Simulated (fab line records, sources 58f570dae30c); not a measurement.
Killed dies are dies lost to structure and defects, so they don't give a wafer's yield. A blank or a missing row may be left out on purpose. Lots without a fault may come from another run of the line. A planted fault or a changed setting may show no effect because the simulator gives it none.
Tool commonality check | flow berkeley_cmos170 | 14 lots, 42 wafers sampled

WHY IT WAS OPENED
At UCB170_CONTACT_CD_MEAS_15 the reading cd_nm is flagged on 2 of 14 lots. Wafers without a fault read 699.8 nm, standard deviation 1.3.
Rule: a lot is flagged when every wafer of it that has a number lies more than 4 standard deviations from that mean, or none has a number. The other lots count as sound.

lot  | measured     | on        | cd_nm (nm), wafer by wafer | flag
L326 | day 8 03:38  | cd_sem-02 | 698.1 698.0 698.8          |
L329 | day 8 21:17  | cd_sem-02 | 700.9 699.8 700.6          |
L330 | day 9 07:40  | cd_sem-02 | 698.5 699.1 699.2          |
L333 | day 9 10:04  | cd_sem-02 | 699.8 699.9 700.6          |
L332 | day 9 10:22  | cd_sem-02 | 702.3 702.3 701.5          |
L337 | day 10 06:02 | cd_sem-02 | 698.7 697.7 698.4          |
L336 | day 10 07:01 | cd_sem-01 | 696.6 698.4 698.2          |
L339 | day 10 20:02 | cd_sem-02 | 700.1 700.1 699.2          |
L340 | day 11 01:04 | cd_sem-02 | 701.1 699.8 701.2          |
L342 | day 11 01:28 | cd_sem-01 | 699.5 699.6 699.7          |
L343 | day 11 01:42 | cd_sem-01 | 699.5 698.3 699.0          |
L344 | day 11 04:29 | cd_sem-02 | 682.0 683.5 682.7          | FLAGGED
L348 | day 12 18:52 | cd_sem-02 | 686.3 686.3 686.5          | FLAGGED
L349 | day 12 19:14 | cd_sem-01 | 700.5 701.3 701.0          |
The numbers of the flagged lots are 684.5 nm on average: -15.2 nm against the usual, or -12 standard deviations.

WHICH TOOL RAN EACH LOT
The record holds 1 process step before the reading, out of a route of 331 steps. In each cell: the tool, then ch and the chambers that the sampled wafers went through, then the start.
lot  | flag    | UCB170_CONTACT_PEB_13
L326 |         | litho_track-04 ch 0, day 8 03:22
L329 |         | litho_track-02 ch 0, day 8 21:01
L330 |         | litho_track-02 ch 0, day 9 07:23
L333 |         | litho_track-02 ch 0, day 9 09:48
L332 |         | litho_track-02 ch 0, day 9 10:06
L337 |         | litho_track-01 ch 0, day 10 05:46
L336 |         | litho_track-04 ch 0, day 10 06:45
L339 |         | litho_track-01 ch 0, day 10 19:46
L340 |         | litho_track-02 ch 0, day 11 00:47
L342 |         | litho_track-04 ch 0, day 11 01:13
L343 |         | litho_track-02 ch 0, day 11 01:26
L344 | FLAGGED | litho_track-01 ch 0, day 11 04:00
L348 | FLAGGED | litho_track-01 ch 0, day 12 18:34
L349 |         | litho_track-02 ch 0, day 12 18:58
What these steps do:
- UCB170_CONTACT_PEB_13
- UCB170_CONTACT_CD_MEAS_15: target cd 700 nm.

FLAGGED OVER TOTAL, TOOL BY TOOL (the gauges that took the reading come last)
step                      | tool           | lots run | flagged | share of the flagged lots | sound lots run after its first flagged lot
UCB170_CONTACT_PEB_13     | litho_track-01 | 4        | 2       | all                       | 0
UCB170_CONTACT_PEB_13     | litho_track-02 | 7        | 0       | none                      | -
UCB170_CONTACT_PEB_13     | litho_track-04 | 3        | 0       | none                      | -
UCB170_CONTACT_CD_MEAS_15 | cd_sem-01      | 4        | 0       | none                      | -
UCB170_CONTACT_CD_MEAS_15 | cd_sem-02      | 10       | 2       | all                       | 0

WHAT THE TABLE ALLOWS
2 rows of the table ran every flagged lot: litho_track-01 at UCB170_CONTACT_PEB_13, cd_sem-02 at UCB170_CONTACT_CD_MEAS_15.
- litho_track-01 at UCB170_CONTACT_PEB_13: 2 of its 4 lots flagged. Its last sound lot is L339 (day 10 19:46), its first flagged lot L344 (day 11 04:00): a fault that began between those two fits. Its own readings lie more than 4 standard deviations out on every wafer of the flagged lots: heater_power_total_W, plate_temp_C.
- cd_sem-02 at UCB170_CONTACT_CD_MEAS_15: 2 of its 10 lots flagged. Its last sound lot is L340 (day 11 01:04), its first flagged lot L344 (day 11 04:29): a fault that began between those two fits.
Counting lots can't tell these 2 tools apart, because each fits a fault that began at some hour. More lots, or a look at what each step does to the wafer, might.

WHAT THE SIMULATOR HAD PUT IN
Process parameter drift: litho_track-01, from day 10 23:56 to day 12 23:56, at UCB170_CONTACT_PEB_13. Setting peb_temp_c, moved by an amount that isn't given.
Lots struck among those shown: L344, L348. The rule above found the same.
